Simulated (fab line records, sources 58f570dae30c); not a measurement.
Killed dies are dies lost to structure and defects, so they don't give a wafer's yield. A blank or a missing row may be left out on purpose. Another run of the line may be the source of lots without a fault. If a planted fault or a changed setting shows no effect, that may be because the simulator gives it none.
fab line records	flow berkeley_cmos170
record: lots: 24	wafers: 72	last_day: 12
route steps=331 shown GATE@139 NLDD@169 BACKSIDE@202 SDANNEAL@204 CONTACT@222
lots untouched by any fault: they come from a run of this same line in which no faults occurred
start_h: hours from the record's opening day to when the first of the lot's shown wafers began	wait_h: hours since the lot's step before	" identical to the entry in the row above	L1.1+2: a single row standing in for several wafers	- no value, or no start was given	* or withheld: withheld	< > ~ a bound
route shown NAME@n: NAME is a module with steps in the file, n the number in the route of the first one	usual: the fault-free wafers' mean and standard deviation	same: alike in all rows	chamber/n: place in a boat	sites: per-site readings	_std_site: how widely they spread, as a standard deviation	_edge_site: outer sites' mean less inner sites'	radius_mm: for every site, how far away it sits from the centre of the wafer	mask NAME#n: copy n	behind: tool/chamber where the wafer was last shaped	hold: why the lot was held/for how many hours/how that ended	device: whichever transistor did not switch (one of n, p or np)	end of line: the route-end tests of the same wafers	a step with no rows: only its recipe	killed: the dies lost at the first sort to structure and to defects; this is not the yield of the wafer	map: dies across one wafer; x = killed, . = not, _ = none there
set.NAME: the setting as run; set.NAME@STEP: as run at that earlier step	model.NAME: the simulator's own value behind a step, which no gauge read
route steps across a sampled set of lots; one table per step, one row per wafer
services: the hour from which a tool's chamber was out of use, counted from the record's first day as start_h (under 0 if before that day), plus the number of hours and why
== steps ==
step: UCB170_GATE_OVL_MEAS_13
usual: GATE_OVL: 0/5
lot.wafer	tool	chamber	start_h	wait_h	GATE_OVL[nm]
L074.2	overlay-01	-	125.07	0.1	1
L074.3	"	-	"	"	-5
L074.4	"	-	"	"	1
L077.2	overlay-02	-	125.13	0.1	-2
L077.4	"	-	"	"	-2
L077.5	"	-	"	"	2
L076.2	overlay-01	-	125.35	0.1	2
L076.3	"	-	"	"	1
L076.6	"	-	"	"	-2
L075.2	overlay-02	-	125.40	0.1	0
L075.4	"	-	"	"	-1
L075.6	"	-	"	"	-2
L079.1	overlay-02	-	134.95	0.1	-2
L079.2	"	-	"	"	-4
L079.5	"	-	"	"	-1
L078.2	overlay-01	-	135.08	0.1	-2
L078.5	"	-	"	"	1
L078.6	"	-	"	"	-2
L081.1	overlay-01	-	147.42	0.1	8
L081.5	"	-	"	"	7
L081.6	"	-	"	"	6
L080.1	overlay-01	-	147.59	0.1	-3
L080.2	"	-	"	"	5
L080.3	"	-	"	"	0
L083.2	overlay-02	-	164.38	0.1	3
L083.5	"	-	"	"	8
L083.6	"	-	"	"	2
L086.2	overlay-02	-	165.01	0.1	6
L086.4	"	-	"	"	-2
L086.6	"	-	"	"	-5
L085.1	overlay-01	-	165.13	0.1	-5
L085.3	"	-	"	"	-1
L085.6	"	-	"	"	-1
L084.1	overlay-02	-	165.25	0.1	1
L084.2	"	-	"	"	-5
L084.6	"	-	"	"	-4
L087.2	overlay-01	-	165.37	0.1	10
L087.4	"	-	"	"	-3
L087.5	"	-	"	"	2
L082.1	overlay-02	-	165.61	0.1	-13
L082.3	"	-	"	"	2
L082.4	"	-	"	"	-4
L088.1	overlay-02	-	187.53	0.1	2
L088.4	"	-	"	"	-7
L088.5	"	-	"	"	-2
L090.3	overlay-01	-	188.27	0.1	7
L090.4	"	-	"	"	-1
L090.6	"	-	"	"	-1
L089.2	overlay-01	-	188.44	0.1	-2
L089.4	"	-	"	"	4
L089.5	"	-	"	"	1
L091.1	overlay-01	-	199.16	0.1	2
L091.3	"	-	"	"	2
L091.6	"	-	"	"	6
L093.2	overlay-01	-	215.39	0.1	0
L093.3	"	-	"	"	1
L093.4	"	-	"	"	-1
L092.4	overlay-02	-	215.68	0.1	-6
L092.5	"	-	"	"	-7
L092.6	"	-	"	"	0
L094.1	overlay-02	-	226.23	0.1	7
L094.4	"	-	"	"	10
L094.5	"	-	"	"	8
L096.1	overlay-01	-	226.44	0.1	-4
L096.2	"	-	"	"	2
L096.4	"	-	"	"	10
L095.1	overlay-01	-	236.30	0.1	-1
L095.3	"	-	"	"	4
L095.5	"	-	"	"	-3
L097.1	overlay-02	-	236.54	0.1	0
L097.2	"	-	"	"	-4
L097.5	"	-	"	"	7
step: UCB170_GATE_STRIP_16
recipe: chemistry: O2	power_w: 400	pressure_mtorr: 3500	platen_temp_c: withheld	o2_flow_sccm: 400	overash_fraction: 0.5
usual: drypump_motor_current_A: 5.79/0.22	oes_product_au: 0.724/0.0048
lot.wafer	tool	chamber	start_h	wait_h	drypump_motor_current_A	oes_product_au	rf_hours_counter_h
L074.2	plasma_asher-03	1	125.19	0.0	5.71	0.727	42
L074.3	"	1	"	"	5.72	0.726	-
L074.4	"	0	"	"	6.04	0.727	-
L077.2	plasma_asher-01	0	125.25	0.0	5.48	0.730	34
L077.4	"	0	"	"	5.53	0.724	-
L077.5	"	0	"	"	5.51	0.726	-
L076.2	plasma_asher-01	1	125.47	0.0	5.61	0.717	34
L076.3	"	0	"	"	5.54	0.729	-
L076.6	"	0	"	"	5.50	0.728	-
L075.2	plasma_asher-02	1	125.52	0.0	6.09	0.724	1
L075.4	"	0	"	"	5.90	0.724	-
L075.6	"	0	"	"	5.92	0.723	-
L079.1	plasma_asher-02	1	135.08	0.0	6.06	0.737	2
L079.2	"	0	"	"	5.93	0.715	2
L079.5	"	1	"	"	6.08	0.721	-
L078.2	plasma_asher-01	0	135.20	0.0	5.49	0.717	36
L078.5	"	0	"	"	5.50	0.723	-
L078.6	"	1	"	"	5.60	0.730	-
L081.1	plasma_asher-01	0	147.55	0.0	5.47	0.729	37
L081.5	"	0	"	"	5.50	0.732	-
L081.6	"	1	"	"	5.60	0.728	-
L080.1	plasma_asher-03	1	147.72	0.0	5.73	0.720	44
L080.2	"	0	"	"	6.03	0.723	44
L080.3	"	0	"	"	6.01	0.733	-
L083.2	plasma_asher-02	0	164.50	0.0	5.90	0.728	6
L083.5	"	0	"	"	5.89	0.731	-
L083.6	"	1	"	"	6.08	0.729	-
L086.2	plasma_asher-02	1	165.13	0.0	6.08	0.721	6
L086.4	"	0	"	"	5.92	0.721	-
L086.6	"	1	"	"	6.09	0.728	-
L085.1	plasma_asher-01	0	165.25	0.0	5.47	0.721	40
L085.3	"	0	"	"	5.48	0.724	-
L085.6	"	1	"	"	5.60	0.729	-
L084.1	plasma_asher-03	1	165.37	0.0	5.71	0.723	47
L084.2	"	0	"	"	5.99	0.728	47
L084.6	"	0	"	"	5.98	0.724	-
L087.2	plasma_asher-02	0	165.49	0.0	5.93	0.728	6
L087.4	"	1	"	"	6.09	0.723	-
L087.5	"	1	"	"	6.09	0.734	-
L082.1	plasma_asher-01	1	165.73	0.0	5.60	0.738	40
L082.3	"	1	"	"	5.59	0.722	-
L082.4	"	0	"	"	5.51	0.719	-
L088.1	plasma_asher-03	1	187.65	0.0	5.70	0.724	49
L088.4	"	1	"	"	5.70	0.725	-
L088.5	"	1	"	"	5.71	0.724	-
L090.3	plasma_asher-02	1	188.41	0.1	6.09	0.729	-
L090.4	"	0	"	"	5.91	0.725	-
L090.6	"	1	"	"	6.09	0.730	-
L089.2	plasma_asher-03	0	188.56	0.0	6.02	0.725	49
L089.4	"	0	"	"	6.01	0.728	-
L089.5	"	0	"	"	5.99	0.722	-
L091.1	plasma_asher-03	0	199.28	0.0	6.01	0.721	51
L091.3	"	0	"	"	6.00	0.721	-
L091.6	"	1	"	"	5.72	0.725	-
L093.2	plasma_asher-03	0	215.51	0.0	6.00	0.727	52
L093.3	"	0	"	"	6.02	0.721	-
L093.4	"	1	"	"	5.71	0.723	-
L092.4	plasma_asher-01	1	215.82	0.0	5.60	0.723	-
L092.5	"	1	"	"	5.62	0.726	-
L092.6	"	0	"	"	5.51	0.718	-
L094.1	plasma_asher-01	0	226.36	0.0	5.51	0.726	46
L094.4	"	0	"	"	5.52	0.719	-
L094.5	"	1	"	"	5.59	0.728	-
L096.1	plasma_asher-02	1	226.56	0.0	6.08	0.731	12
L096.2	"	0	"	"	5.93	0.718	12
L096.4	"	1	"	"	6.09	0.727	-
L095.1	plasma_asher-02	1	236.43	0.0	6.09	0.724	13
L095.3	"	0	"	"	5.94	0.724	-
L095.5	"	0	"	"	5.96	0.724	-
L097.1	plasma_asher-01	0	236.67	0.0	5.55	0.728	47
L097.2	"	1	"	"	5.59	0.719	47
L097.5	"	1	"	"	5.59	0.721	-
step: UCB170_NLDD_TW_MEAS_11
usual: NLDD_TW: 2187/25
lot.wafer	tool	chamber	start_h	wait_h	NLDD_TW
L074.2	film_metro-02	-	130.69	0.1	2213
L074.3	"	-	"	"	2209
L074.4	"	-	"	"	2221
L077.2	film_metro-03	-	130.81	0.1	2157
L077.4	"	-	"	"	2160
L077.5	"	-	"	"	2161
L076.2	film_metro-02	-	131.34	0.1	2196
L076.3	"	-	"	"	2206
L076.6	"	-	"	"	2211
L075.2	film_metro-03	-	131.58	0.1	2154
L075.4	"	-	"	"	2162
L075.6	"	-	"	"	2161
L079.1	film_metro-03	-	139.30	0.1	2162
L079.2	"	-	"	"	2153
L079.5	"	-	"	"	2153
L078.2	film_metro-03	-	139.58	0.1	2161
L078.5	"	-	"	"	2166
L078.6	"	-	"	"	2153
L081.1	film_metro-01	-	153.51	0.1	2205
L081.5	"	-	"	"	2216
L081.6	"	-	"	"	2211
L080.1	film_metro-01	-	153.75	0.1	2214
L080.2	"	-	"	"	2212
L080.3	"	-	"	"	2209
L083.2	film_metro-02	-	169.41	0.1	2210
L083.5	"	-	"	"	2197
L083.6	"	-	"	"	2207
L086.2	film_metro-01	-	169.89	0.1	2216
L086.4	"	-	"	"	2202
L086.6	"	-	"	"	2199
L085.1	film_metro-03	-	170.24	0.1	2164
L085.3	"	-	"	"	2158
L085.6	"	-	"	"	2157
L087.2	film_metro-02	-	170.49	0.1	2191
L087.4	"	-	"	"	2206
L087.5	"	-	"	"	2201
L084.1	film_metro-03	-	170.60	0.1	2165
L084.2	"	-	"	"	2168
L084.6	"	-	"	"	2152
L082.1	film_metro-01	-	170.84	0.1	2213
L082.3	"	-	"	"	2201
L082.4	"	-	"	"	2209
L088.1	film_metro-03	-	192.49	0.1	2154
L088.4	"	-	"	"	2146
L088.5	"	-	"	"	2159
L090.3	film_metro-03	-	192.89	0.1	2161
L090.4	"	-	"	"	2168
L090.6	"	-	"	"	2162
L089.2	film_metro-03	-	193.12	0.1	2166
L089.4	"	-	"	"	2165
L089.5	"	-	"	"	2150
L091.1	film_metro-01	-	204.18	0.1	2223
L091.3	"	-	"	"	2221
L091.6	"	-	"	"	2211
L093.2	film_metro-01	-	219.32	0.1	2200
L093.3	"	-	"	"	2205
L093.4	"	-	"	"	2211
L092.4	film_metro-03	-	219.61	0.1	2174
L092.5	"	-	"	"	2180
L092.6	"	-	"	"	2177
L094.1	film_metro-01	-	232.23	0.1	2213
L094.4	"	-	"	"	2214
L094.5	"	-	"	"	2207
L096.1	film_metro-02	-	232.52	0.1	2218
L096.2	"	-	"	"	2212
L096.4	"	-	"	"	2215
L095.1	film_metro-01	-	241.45	0.1	2207
L095.3	"	-	"	"	2221
L095.5	"	-	"	"	2216
L097.1	film_metro-03	-	241.60	0.1	2164
L097.2	"	-	"	"	2154
L097.5	"	-	"	"	2156
step: UCB170_BACKSIDE_STRIP_03
recipe: chemistry: O2	power_w: 400	pressure_mtorr: 3500	platen_temp_c: withheld	o2_flow_sccm: 400	overash_fraction: 0.5
usual: drypump_motor_current_A: 5.87/0.25	oes_product_au: 0.735/0.0051	strip_time_to_endpoint_s: 22.02/0.058
lot.wafer	tool	chamber	start_h	wait_h	drypump_motor_current_A	oes_product_au	rf_hours_counter_h	strip_time_to_endpoint_s
L074.2	plasma_asher-02	0	139.41	0.1	5.91	0.737	3	21.97
L074.3	"	0	"	"	5.91	0.739	-	22.07
L074.4	"	1	"	"	6.06	0.730	-	22.08
L076.2	plasma_asher-04	0	139.73	0.1	5.82	0.730	47	21.97
L076.3	"	1	"	"	6.20	0.734	-	21.97
L076.6	"	0	"	"	5.81	0.735	-	22.01
L077.2	plasma_asher-02	1	140.18	0.1	6.08	0.731	3	22.00
L077.4	"	0	"	"	5.94	0.737	-	22.04
L077.5	"	1	"	"	6.08	0.738	-	22.02
L075.2	plasma_asher-01	0	140.46	0.1	5.50	0.731	36	21.97
L075.4	"	1	"	"	5.61	0.741	-	21.97
L075.6	"	0	"	"	5.50	0.734	-	21.95
L079.1	plasma_asher-02	0	148.32	0.1	5.92	0.736	4	22.02
L079.2	"	1	"	"	6.07	0.731	4	22.10
L079.5	"	0	"	"	5.91	0.736	-	22.05
L078.2	plasma_asher-04	0	148.55	0.1	5.79	0.740	48	22.14
L078.5	"	0	"	"	5.79	0.729	-	22.04
L078.6	"	1	"	"	6.22	0.741	-	22.07
L081.1	plasma_asher-02	1	161.96	0.1	6.07	0.740	6	22.03
L081.5	"	0	"	"	5.91	0.735	-	22.14
L081.6	"	1	"	"	6.07	0.729	-	22.08
L080.1	plasma_asher-01	0	162.50	0.1	5.51	0.741	39	22.10
L080.2	"	1	"	"	5.59	0.728	39	22.08
L080.3	"	0	"	"	5.53	0.731	-	22.13
L083.2	plasma_asher-02	1	178.20	0.1	6.09	0.742	7	22.11
L083.5	"	0	"	"	5.89	0.737	-	22.10
L083.6	"	1	"	"	6.10	0.729	-	22.11
L086.2	plasma_asher-04	0	178.54	0.1	5.81	0.729	52	22.01
L086.4	"	0	"	"	5.80	0.733	-	22.06
L086.6	"	1	"	"	6.22	0.732	-	22.02
L085.1	plasma_asher-02	1	178.75	0.1	6.08	0.728	8	22.05
L085.3	"	0	"	"	5.92	0.724	-	21.98
L085.6	"	1	"	"	6.07	0.730	-	22.05
L087.2	plasma_asher-01	0	178.78	0.1	5.49	0.743	42	22.00
L087.4	"	0	"	"	5.49	0.737	-	22.02
L087.5	"	1	"	"	5.58	0.737	-	21.99
L082.1	plasma_asher-04	0	179.20	0.1	5.82	0.735	52	22.02
L082.3	"	1	"	"	6.21	0.729	-	22.11
L082.4	"	0	"	"	5.81	0.731	-	22.01
L084.1	plasma_asher-02	1	179.26	0.1	6.08	0.736	8	22.02
L084.2	"	0	"	"	5.90	0.732	8	22.01
L084.6	"	0	"	"	5.92	0.745	-	22.00
L088.1	plasma_asher-01	1	200.82	0.1	5.61	0.735	43	22.11
L088.4	"	1	"	"	5.59	0.746	-	22.07
L088.5	"	0	"	"	5.50	0.734	-	22.11
L090.3	plasma_asher-04	0	200.90	0.1	5.80	0.732	-	22.03
L090.4	"	1	"	"	6.24	0.737	-	22.10
L090.6	"	1	"	"	6.24	0.726	-	22.03
L089.2	plasma_asher-01	0	201.26	0.1	5.53	0.732	43	21.96
L089.4	"	1	"	"	5.59	0.732	-	21.98
L089.5	"	1	"	"	5.58	0.736	-	21.90
L091.1	plasma_asher-04	0	212.04	0.1	5.81	0.738	56	21.86
L091.3	"	0	"	"	5.83	0.743	-	21.90
L091.6	"	1	"	"	6.21	0.733	-	21.91
L093.2	plasma_asher-02	1	228.13	0.1	6.06	0.735	13	21.92
L093.3	"	1	"	"	6.07	0.735	-	21.95
L093.4	"	0	"	"	5.89	0.731	-	21.97
L092.4	plasma_asher-04	1	228.26	0.1	6.20	0.734	-	22.05
L092.5	"	0	"	"	5.80	0.735	-	22.09
L092.6	"	1	"	"	6.19	0.731	-	22.06
L094.1	plasma_asher-01	1	246.04	0.1	5.60	0.734	47	21.97
L094.4	"	0	"	"	5.51	0.727	-	21.98
L094.5	"	0	"	"	5.52	0.735	-	21.97
L096.1	plasma_asher-04	0	246.04	0.1	5.80	0.734	59	22.00
L096.2	"	1	"	"	6.22	0.727	59	22.05
L096.4	"	1	"	"	6.22	0.735	-	21.97
L095.1	plasma_asher-01	1	253.77	0.1	5.60	0.726	48	22.02
L095.3	"	0	"	"	5.51	0.732	-	21.92
L095.5	"	0	"	"	5.51	0.728	-	22.03
L097.1	plasma_asher-04	1	253.77	0.1	6.22	0.734	59	21.93
L097.2	"	0	"	"	5.80	0.733	59	22.04
L097.5	"	1	"	"	6.22	0.739	-	22.02
step: UCB170_SDANNEAL_RTA_00
recipe: temp_c: 900	time_s: 10	ambient: N2
usual: lamp_power_pct: 21.9/0.47	wafer_temp_C_max: 903.4/0.89
lot.wafer	tool	chamber	start_h	wait_h	lamp_power_pct	wafer_temp_C_max
L074.2	rtp_anneal-02	0	139.72	0.0	22.4	904.3
L074.3	"	0	"	"	22.4	905.7
L074.4	"	0	"	"	22.4	901.9
L076.2	rtp_anneal-01	0	140.07	0.0	21.5	902.7
L076.3	"	0	"	"	21.4	903.0
L076.6	"	0	"	"	21.4	902.6
L077.2	rtp_anneal-01	0	140.48	0.0	21.5	904.2
L077.4	"	0	"	"	21.4	903.5
L077.5	"	0	"	"	21.4	903.7
L075.2	rtp_anneal-01	0	140.77	0.0	21.5	902.5
L075.4	"	0	"	"	21.4	903.5
L075.6	"	0	"	"	21.4	902.6
L079.1	rtp_anneal-02	0	148.62	0.0	22.4	904.0
L079.2	"	0	"	"	22.4	904.0
L079.5	"	0	"	"	22.4	904.6
L078.2	rtp_anneal-01	0	148.86	0.0	21.4	903.5
L078.5	"	0	"	"	21.5	903.6
L078.6	"	0	"	"	21.5	902.8
L081.1	rtp_anneal-02	0	162.25	0.0	22.4	903.8
L081.5	"	0	"	"	22.4	904.5
L081.6	"	0	"	"	22.4	904.3
L080.1	rtp_anneal-01	0	162.79	0.0	21.4	903.6
L080.2	"	0	"	"	21.4	903.0
L080.3	"	0	"	"	21.5	902.4
L083.2	rtp_anneal-02	0	178.53	0.0	22.4	903.8
L083.5	"	0	"	"	22.4	903.7
L083.6	"	0	"	"	22.4	905.1
L086.2	rtp_anneal-01	0	178.84	0.0	21.4	903.0
L086.4	"	0	"	"	21.4	903.3
L086.6	"	0	"	"	21.4	902.9
L085.1	rtp_anneal-02	0	179.04	0.0	22.4	904.6
L085.3	"	0	"	"	22.4	904.3
L085.6	"	0	"	"	22.4	904.3
L087.2	rtp_anneal-01	0	179.06	0.0	21.4	903.3
L087.4	"	0	"	"	21.5	903.5
L087.5	"	0	"	"	21.5	903.1
L082.1	rtp_anneal-01	0	179.49	0.0	21.4	903.4
L082.3	"	0	"	"	21.4	902.4
L082.4	"	0	"	"	21.4	903.2
L084.1	rtp_anneal-02	0	179.54	0.0	22.4	904.7
L084.2	"	0	"	"	22.4	903.9
L084.6	"	0	"	"	22.4	905.0
L088.1	rtp_anneal-02	0	201.11	0.0	22.4	905.1
L088.4	"	0	"	"	22.4	903.0
L088.5	"	0	"	"	22.4	903.4
L090.3	rtp_anneal-01	0	201.16	0.0	21.4	902.0
L090.4	"	0	"	"	21.4	902.3
L090.6	"	0	"	"	21.4	903.2
L089.2	rtp_anneal-02	0	201.57	0.0	22.4	902.9
L089.4	"	0	"	"	22.4	902.9
L089.5	"	0	"	"	22.4	903.1
L091.1	rtp_anneal-01	0	212.33	0.0	21.4	901.8
L091.3	"	0	"	"	21.4	902.2
L091.6	"	0	"	"	21.4	903.3
L093.2	rtp_anneal-02	0	230.69	0.0	22.4	903.8
L093.3	"	0	"	"	22.4	903.2
L093.4	"	0	"	"	22.4	904.9
L092.4	rtp_anneal-01	0	230.71	0.0	21.4	903.6
L092.5	"	0	"	"	21.4	904.2
L092.6	"	0	"	"	21.5	903.6
L094.1	rtp_anneal-02	0	246.63	0.0	22.4	904.0
L094.4	"	0	"	"	22.4	904.0
L094.5	"	0	"	"	22.4	903.7
L096.1	rtp_anneal-01	0	246.63	0.0	21.4	903.6
L096.2	"	0	"	"	21.4	904.9
L096.4	"	0	"	"	21.4	902.5
L095.1	rtp_anneal-01	0	254.36	0.0	21.4	902.8
L095.3	"	0	"	"	21.5	902.4
L095.5	"	0	"	"	21.4	902.1
L097.1	rtp_anneal-02	0	254.36	0.0	22.4	904.0
L097.2	"	0	"	"	22.4	903.4
L097.5	"	0	"	"	22.4	902.9
step: UCB170_CONTACT_STRIP_06
recipe: chemistry: O2	power_w: 400	pressure_mtorr: 3500	platen_temp_c: withheld	o2_flow_sccm: 400	overash_fraction: 0.5
usual: drypump_motor_current_A: 5.97/0.18	oes_product_au: 0.735/0.005	strip_time_to_endpoint_s: 22.01/0.061
lot.wafer	tool	chamber	start_h	wait_h	drypump_motor_current_A	oes_product_au	rf_hours_counter_h	strip_time_to_endpoint_s
L074.2	plasma_asher-03	0	143.26	0.1	6.02	0.730	44	22.00
L074.3	"	1	"	"	5.72	0.733	-	21.98
L074.4	"	0	"	"	6.03	0.729	-	22.05
L075.2	plasma_asher-03	1	144.31	0.1	5.72	0.731	44	21.93
L075.4	"	0	"	"	5.97	0.741	-	21.96
L075.6	"	0	"	"	5.99	0.737	-	21.97
L076.2	plasma_asher-02	1	144.31	0.1	6.08	0.741	3	21.86
L076.3	"	0	"	"	5.89	0.728	-	21.93
L076.6	"	0	"	"	5.91	0.737	-	21.92
L077.2	plasma_asher-04	0	144.52	0.1	5.80	0.722	47	22.06
L077.4	"	0	"	"	5.80	0.741	-	22.13
L077.5	"	0	"	"	5.80	0.734	-	22.11
L079.1	plasma_asher-03	1	152.85	0.1	5.71	0.729	45	22.17
L079.2	"	0	"	"	6.01	0.735	45	22.16
L079.5	"	0	"	"	6.02	0.736	-	22.20
L078.2	plasma_asher-04	0	154.52	0.1	5.82	0.733	48	22.07
L078.5	"	1	"	"	6.20	0.729	-	22.06
L078.6	"	0	"	"	5.80	0.735	-	22.06
L081.1	plasma_asher-04	0	166.14	0.1	5.81	0.735	50	22.05
L081.5	"	1	"	"	6.20	0.729	-	22.00
L081.6	"	0	"	"	5.80	0.737	-	22.06
L080.1	plasma_asher-04	0	172.01	0.1	5.83	0.741	51	22.00
L080.2	"	1	"	"	6.22	0.736	51	22.08
L080.3	"	0	"	"	5.83	0.742	-	22.06
L083.2	plasma_asher-04	0	182.00	0.1	5.80	0.741	52	22.05
L083.5	"	0	"	"	5.80	0.742	-	21.98
L083.6	"	1	"	"	6.19	0.742	-	22.08
L086.2	plasma_asher-04	1	183.78	0.1	6.24	0.732	52	22.03
L086.4	"	1	"	"	6.22	0.733	-	21.90
L086.6	"	1	"	"	6.23	0.722	-	21.99
L085.1	plasma_asher-02	0	183.83	0.1	5.93	0.729	8	21.98
L085.3	"	0	"	"	5.93	0.738	-	21.95
L085.6	"	0	"	"	5.89	0.734	-	21.95
L087.2	plasma_asher-03	1	184.03	0.1	5.70	0.741	49	21.92
L087.4	"	0	"	"	6.00	0.733	-	21.88
L087.5	"	0	"	"	6.00	0.737	-	22.01
L082.1	plasma_asher-04	0	184.23	0.1	5.82	0.737	52	22.00
L082.3	"	1	"	"	6.20	0.737	-	21.96
L082.4	"	0	"	"	5.79	0.726	-	21.93
L084.1	plasma_asher-02	1	184.28	0.1	6.08	0.733	8	22.04
L084.2	"	0	"	"	5.91	0.738	8	22.04
L084.6	"	0	"	"	5.92	0.744	-	22.03
L088.1	plasma_asher-04	0	204.60	0.1	5.81	0.738	55	21.93
L088.4	"	1	"	"	6.21	0.736	-	21.97
L088.5	"	0	"	"	5.81	0.743	-	21.94
L090.3	plasma_asher-02	0	205.08	0.1	5.86	0.733	-	22.05
L090.4	"	1	"	"	6.07	0.724	-	22.06
L090.6	"	0	"	"	5.88	0.738	-	22.03
L089.2	plasma_asher-02	1	206.75	0.1	6.08	0.738	11	22.06
L089.4	"	0	"	"	5.90	0.738	-	22.02
L089.5	"	0	"	"	5.92	0.735	-	21.99
L091.1	plasma_asher-04	0	216.16	0.1	5.81	0.735	56	21.93
L091.3	"	0	"	"	5.80	0.734	-	21.96
L091.6	"	1	"	"	6.21	0.733	-	21.98
L093.2	plasma_asher-03	1	236.34	0.1	5.75	0.732	54	21.91
L093.3	"	0	"	"	6.02	0.738	-	21.97
L093.4	"	1	"	"	5.73	0.738	-	21.96
L092.4	plasma_asher-04	0	236.37	0.1	5.81	0.724	-	21.98
L092.5	"	1	"	"	6.24	0.728	-	22.07
L092.6	"	0	"	"	5.81	0.740	-	22.07
L096.1	plasma_asher-04	1	250.41	0.1	6.21	0.737	59	21.95
L096.2	"	0	"	"	5.82	0.738	59	21.98
L096.4	"	0	"	"	5.79	0.735	-	22.00
L094.1	plasma_asher-03	0	250.74	0.1	6.01	0.731	55	21.96
L094.4	"	0	"	"	6.02	0.736	-	22.01
L094.5	"	1	"	"	5.72	0.740	-	22.02
L097.1	plasma_asher-02	1	258.72	0.1	6.08	0.742	15	22.02
L097.2	"	0	"	"	5.91	0.729	15	22.05
L097.5	"	1	"	"	6.07	0.736	-	22.00
L095.1	plasma_asher-04	1	258.73	0.1	6.21	0.732	60	22.02
L095.3	"	1	"	"	6.21	0.736	-	22.01
L095.5	"	0	"	"	5.80	0.740	-	22.04
== services ==
tool	chamber	start_h	hours	kind
plasma_asher-02	-	108.75	9.0	pm
plasma_asher-02	0	108.75	9.0	vent_cycle
plasma_asher-02	1	108.75	9.0	vent_cycle
plasma_asher-02	0	117.75	-	clean
plasma_asher-02	1	117.75	-	clean
plasma_asher-04	-	121.70	2.8	pm
plasma_asher-01	-	187.29	3.8	repair
plasma_asher-03	-	224.28	4.2	repair
== key ==
fault none
